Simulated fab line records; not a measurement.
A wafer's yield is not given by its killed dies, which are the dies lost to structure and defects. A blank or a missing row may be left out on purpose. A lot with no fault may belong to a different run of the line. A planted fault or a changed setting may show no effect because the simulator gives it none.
Split-lot study | flow rit-cmos | 5 lots, 27 wafers read, on a route of 202 steps

## SPLIT DETAILS
At RIT_CONTACT_CVD_00 (deposits SiO2 from TEOS, target thk 400 nm, time 61 s), the setting time-s was moved away from the recipe's 61 s on 9 of the 27 wafers read, by -39.9% to +51.4%. The other wafers ran this setting at the recipe's value.

Split to reading: the file shows no intervening step.

## THE READING
CONTACT_TEOS_THK (nm), taken at RIT_CONTACT_THK_MEAS_01. Typical for fault-free wafers on this fab line: 398 nm, with standard deviation 6.6 nm.

wafer  | tool, chamber at the split | time-s as run, s | against the recipe | CONTACT_TEOS_THK, nm | against lot-mates on the recipe
L075.1 | pecvd-03, 2                | 36.65            | -39.9%             | 242                  | -166
L075.2 | pecvd-03, 1                | 61               | recipe             | 408                  | -
L075.3 | pecvd-03, 0                | 61               | recipe             | 403                  | -
L075.4 | pecvd-03, 0                | 61               | recipe             | 412                  | -
L075.5 | pecvd-03, 1                | 36.65            | -39.9%             | 247                  | -161
L075.6 | pecvd-03, 2                | 36.65            | -39.9%             | 249                  | -159
L074.1 | pecvd-01, 0                | 61               | recipe             | 399                  | -
L074.2 | pecvd-01, 2                | 61               | recipe             | 404                  | -
L074.3 | pecvd-01, 1                | 61               | recipe             | 392                  | -
L074.4 | pecvd-01, 1                | 61               | recipe             | 397                  | -
L074.5 | pecvd-01, 2                | 61               | recipe             | 412                  | -
L074.6 | pecvd-01, 0                | 61               | recipe             | 403                  | -
L076.1 | pecvd-02, 2                | 50.14            | -17.8%             | 321                  | -75
L076.2 | pecvd-02, 0                | 50.14            | -17.8%             | 323                  | -73
L076.3 | pecvd-02, 1                | 50.14            | -17.8%             | 322                  | -74
L076.4 | pecvd-02, 0                | 61               | recipe             | 394                  | -
L076.5 | pecvd-02, 2                | 61               | recipe             | 396                  | -
L076.6 | pecvd-02, 1                | 61               | recipe             | 398                  | -
L081.2 | pecvd-01, 1                | 61               | recipe             | 388                  | -
L081.4 | pecvd-01, 1                | 61               | recipe             | 393                  | -
L081.6 | pecvd-01, 0                | 61               | recipe             | 399                  | -
L085.1 | pecvd-02, 1                | 61               | recipe             | 403                  | -
L085.2 | pecvd-02, 2                | 92.35            | +51.4%             | 596                  | +194
L085.3 | pecvd-02, 0                | 61               | recipe             | 398                  | -
L085.4 | pecvd-02, 2                | 92.35            | +51.4%             | 609                  | +207
L085.5 | pecvd-02, 1                | 92.35            | +51.4%             | 616                  | +214
L085.6 | pecvd-02, 0                | 61               | recipe             | 406                  | -

FIT RESULTS
A straight line over all 27 wafers: CONTACT_TEOS_THK changes by +3.99 nm for each +1% of time-s; r = +1.00; the points scatter about the line by 7 nm.
The same after taking each lot's own level away (the mean of its wafers on the recipe; 27 wafers): +4.02 nm for each +1%; r = +1.00; scatter 5 nm.
Per that fit: largest time-s move, reading shift of 2.1e+02 nm.
The span of the lots' own levels, 393.3 to 407.7 nm, comes to 2.2 times the standard deviation stated above.
Consequently the slope shifts little with the lot-to-lot level, the two slopes agreeing.
Check: +210 nm against its lot-mates is what the line predicts for one of the wafers moved furthest among these (+51.4%) when that wafer is left out of the fit. It came out at +194 nm against them.

## ADDITIONAL SPLITS CARRIED BY THESE WAFERS
Before the reading, these wafers also passed through other splits. Each is held against what the fit with the lots' levels taken away leaves over:
other split on the same wafers        | wafers away from the commonest value | r with CONTACT_TEOS_THK (lot level and that fit taken away)
RIT_ACTIVE_CVD_03 time-s              | 21                                   | +0.00
RIT_FOX2_WET_ETCH_03 time-s           | 21                                   | +0.04
RIT_GATE_OXIDATION_05 ox-time-s       | 12                                   | +0.02
RIT_SPACER_ETCHBACK_05 target-depth-a | 6                                    | +0.16

## THE WHOLE CHAIN: every reading that the file lists as answering this split, in the file's order
step                    | what it does                                                                | reading                                                                        | change (the file's fit)              | r (the file's)
RIT_CONTACT_CVD_00      | deposits SiO2 from TEOS, target thk 400 nm, time 61 s                       | SiO2_of_CONTACT_CVD_00.thk-nm (the simulator's own value, which no gauge read) | +4.02 nm for each +1% of the setting | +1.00
RIT_CONTACT_THK_MEAS_01 |                                                                             | CONTACT_TEOS_THK                                                               | +4.02 for each +1% of the setting    | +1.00
RIT_CONTACT_ETCH_11     | etches SiO2 in CHF3/CF4/Ar, stops on TiSi2, target depth 480 nm, time 320 s | etch.depth-nm (the simulator's own value, which no gauge read)                 | +2.6 nm for each +1% of the setting  | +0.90
RIT_CONTACT_ETCH_11     | etches SiO2 in CHF3/CF4/Ar, stops on TiSi2, target depth 480 nm, time 320 s | CONTACT.feature-depth-nm (the simulator's own value, which no gauge read)      | +2.6 nm for each +1% of the setting  | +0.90

## FILE'S OWN FIT
CONTACT_TEOS_THK changes by +4.02 nm for each +1% of time-s, r = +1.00.
